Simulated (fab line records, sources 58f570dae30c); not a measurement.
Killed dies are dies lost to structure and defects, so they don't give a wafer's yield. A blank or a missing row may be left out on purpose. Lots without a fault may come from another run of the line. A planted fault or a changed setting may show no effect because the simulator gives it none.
A struck lot beside a sound one | flow berkeley_cmos170 | 43 steps out of a route of 331
Sound: wafers L737.2, L737.3, L737.6. Struck: wafers L741.1, L741.2, L741.3. The cause comes at the end.
At each step with rows: each side's tool, then ch and its chambers, then its first start. Under that, the readings that differ: sound wafers | struck wafers | difference of the means | sigmas: that difference in standard deviations of wafers without a fault.
alike: readings whose means differ by less than 2 such deviations, and words and numbers that are the same on both sides. not compared: withheld readings, readings that some wafer has no value for, bounds like >300 that may hide the same value, and numbers for which the record gives no deviation and whose values overlap.
The two part at a step that has a row with sigmas, a row that says differs or no value, or rows on one side only. Numbers that don't overlap but have no deviation are shown without sigmas and don't part them. A reading that every wafer of one side lacks parts them only if that side has two wafers or more.

first, 4 steps without rows for these wafers: UCB170_PVT_SOFTBAKE_02 (time 60 s); UCB170_PVT_EXPOSE_03 (exposes mask NWELL, target cd 3000 nm); UCB170_PVT_PEB_04; UCB170_PVT_DEVELOP_05 (develop time 45 s).
UCB170_PVT_OVL_MEAS_06:
  sound on overlay-01, day 7 02:07; struck on overlay-02, day 7 21:01
  alike: PVT_OVL
then, 1 step without rows for these wafers: UCB170_PVT_IMPLANT_07.
UCB170_PVT_STRIP_08: strips in O2.
  sound on plasma_asher-04 ch 0,1, day 7 02:17; struck on plasma_asher-01 ch 0,1, day 7 21:13
  alike: drypump_motor_current_A, oes_product_au, strip_time_to_endpoint_s
  not compared: rf_hours_counter_h
UCB170_PVT_TW_MEAS_09:
  sound on film_metro-01, day 7 02:24; struck on film_metro-01, day 7 21:19
  alike: PVT_TW
then, 1 step without rows for these wafers: UCB170_GATE_WET_ETCH_00 (etches SiO2 in dHF, time 200 s).
UCB170_FIELD_THK_MEAS_91:
  sound on film_metro-04, day 7 02:31; struck on film_metro-02, day 7 21:26
  alike: FIELD_OXIDE_LEFT_2_THK
then, 1 step without rows for these wafers: UCB170_GATE_OXIDATION_01 (target thk 6.6 nm, ox time 1800 s).
UCB170_GATE_THK_MEAS_02:
  sound on film_metro-04, day 7 09:05; struck on film_metro-04, day 8 01:04
  reading             | sound          | struck         | difference | sigmas
  GATE_OXIDE_THK (nm) | 6.59 6.54 6.49 | 6.80 6.67 6.84 | +0.23      | +2
UCB170_GATE_ANNEAL_03: time 1800 s.
  sound on furnace-04 ch 0, day 7 12:17; struck on furnace-04 ch 0, day 8 05:49
  alike: spike_tc_load_C
then, 1 step without rows for these wafers: UCB170_GATE_CVD_04 (deposits poly-Si from SiH4, time 1440 s, target thk 214 nm).
UCB170_GATE_THK_MEAS_05:
  sound on film_metro-03, day 7 15:36; struck on film_metro-03, day 8 10:47
  alike: GATE_POLY_THK
then, 6 steps without rows for these wafers: UCB170_GATE_COAT_06; UCB170_GATE_COAT_07 (resist thk 900 nm); UCB170_GATE_SOFTBAKE_08 (time 60 s); UCB170_GATE_EXPOSE_09 (exposes mask POLY, target cd 350 nm); UCB170_GATE_PEB_10; UCB170_GATE_DEVELOP_11 (develop time 45 s).
UCB170_GATE_CD_MEAS_12: target cd 350 nm.
  sound on cd_sem-02, day 7 17:07; struck on cd_sem-01, day 8 12:17
  alike: cd_nm
UCB170_GATE_OVL_MEAS_13:
  sound on overlay-02, day 7 17:13; struck on overlay-01, day 8 12:25
  alike: GATE_OVL
UCB170_GATE_ETCH_14: etches BARC in N2/H2.
  sound on rie_diel-03 ch 0,1,3, day 7 17:14; struck on rie_diel-03 ch 0,2,3, day 8 12:26
  alike: drypump_motor_current_A, oes_product_au, throttle_valve_pct
UCB170_GATE_ETCH_15: etches poly-Si in HBr/Cl2, stops on SiO2, time 56.3 s, target depth 278.2 nm.
  sound on rie_si-02 ch 0,1, day 7 17:17; struck on rie_si-02 ch 1,2,3, day 8 12:29
  alike: drypump_motor_current_A, oes_product_au, throttle_valve_pct
  not compared: rf_hours_counter_h
UCB170_GATE_STRIP_16: strips in O2.
  sound on plasma_asher-03 ch 0,1, day 7 17:20; struck on plasma_asher-03 ch 0,1, day 8 12:32
  alike: drypump_motor_current_A, oes_product_au
  not compared: rf_hours_counter_h
UCB170_GATE_CD_MEAS_90: target cd 350 nm.
  sound on cd_sem-02, day 7 17:27; struck on cd_sem-01, day 8 12:38
  alike: cd_nm
then, 7 steps without rows for these wafers: UCB170_GATE_CLEAN_17 (cleans in SPM, time 600 s); UCB170_PLDD_HMDS_00 (prime time 60 s); UCB170_PLDD_COAT_01 (resist thk 900 nm); UCB170_PLDD_SOFTBAKE_02 (time 60 s); UCB170_PLDD_EXPOSE_03 (exposes mask PSELECT, target cd 1200 nm); UCB170_PLDD_PEB_04; UCB170_PLDD_DEVELOP_05 (develop time 45 s).
UCB170_PLDD_CD_MEAS_06: target cd 1200 nm.
  sound on cd_sem-02, day 7 18:55; struck on cd_sem-02, day 8 13:59
  alike: cd_nm
UCB170_PLDD_OVL_MEAS_07:
  sound on overlay-01, day 7 19:01; struck on overlay-02, day 8 14:07
  alike: PLDD_OVL
then, 2 steps without rows for these wafers: UCB170_PLDD_IMPLANT_08; UCB170_PLDD_IMPLANT_09.
UCB170_PLDD_STRIP_10: strips in O2.
  sound on plasma_asher-03 ch 0, day 7 19:20; struck on plasma_asher-04 ch 0,1, day 8 14:27
  alike: drypump_motor_current_A, oes_product_au, strip_time_to_endpoint_s
  not compared: rf_hours_counter_h
UCB170_PLDD_TW_MEAS_11:
  sound on film_metro-03, day 7 19:27; struck on film_metro-04, day 8 14:33
  alike: PLDD_TW
then, 2 steps without rows for these wafers: UCB170_PLDD_CLEAN_12 (cleans in SPM, time 600 s); UCB170_NLDD_HMDS_00 (prime time 60 s).
UCB170_M3_PROBE_99:
  sound on prober-02, day 9 07:53; struck on prober-01, day 10 02:28
  reading                                                 | sound                | struck               | difference | sigmas
  model.etest.diode_nwell_sub.leak_log10_a_cm2            | -7.368 -7.517 -7.147 | -6.291 -6.15 -6.236  | +1.118     |
  model.etest.diode_nplus_pwell.leak_log10_a_cm2          | -7.985 -7.755 -7.938 | -6.848 -6.863 -6.766 | +1.067     |
  model.etest.contact_diode_array.leak_log10_a (angstrom) | -11.74 -11.53 -11.72 | -10.69 -10.99 -10.67 | +0.88      |
  model.etest.diode_nplus_comb.leak_log10_a_cm2           | -7.586 -7.409 -7.671 | -6.859 -6.837 -6.88  | +0.697     |
  model.etest.diode_pplus_nwell.leak_log10_a_cm2          | -7.482 -7.448 -7.224 | -6.984 -6.69 -6.763  | +0.572     |
  model.etest.diode_pplus_comb.leak_log10_a_cm2           | -7.224 -7.306 -7.19  | -6.742 -6.541 -6.636 | +0.600     |
  model.etest.select_edge_diode_n.leak_log10_a (angstrom) | -12.19 -12.04 -12.39 | -11.56 -11.68 -11.58 | +0.60      |
  model.etest.select_edge_diode_p.leak_log10_a (angstrom) | -12.18 -12.17 -12.02 | -11.62 -11.7 -11.52  | +0.51      |

WHERE THEY PART
Only at UCB170_GATE_THK_MEAS_02, within this record. Later steps at which nothing parts them and some readings are alike: UCB170_GATE_ANNEAL_03, UCB170_GATE_THK_MEAS_05, UCB170_GATE_CD_MEAS_12, UCB170_GATE_OVL_MEAS_13, UCB170_GATE_ETCH_14, UCB170_GATE_ETCH_15, UCB170_GATE_STRIP_16, UCB170_GATE_CD_MEAS_90, UCB170_PLDD_CD_MEAS_06, UCB170_PLDD_OVL_MEAS_07, UCB170_PLDD_STRIP_10, UCB170_PLDD_TW_MEAS_11.

WHY: what the simulator had put in
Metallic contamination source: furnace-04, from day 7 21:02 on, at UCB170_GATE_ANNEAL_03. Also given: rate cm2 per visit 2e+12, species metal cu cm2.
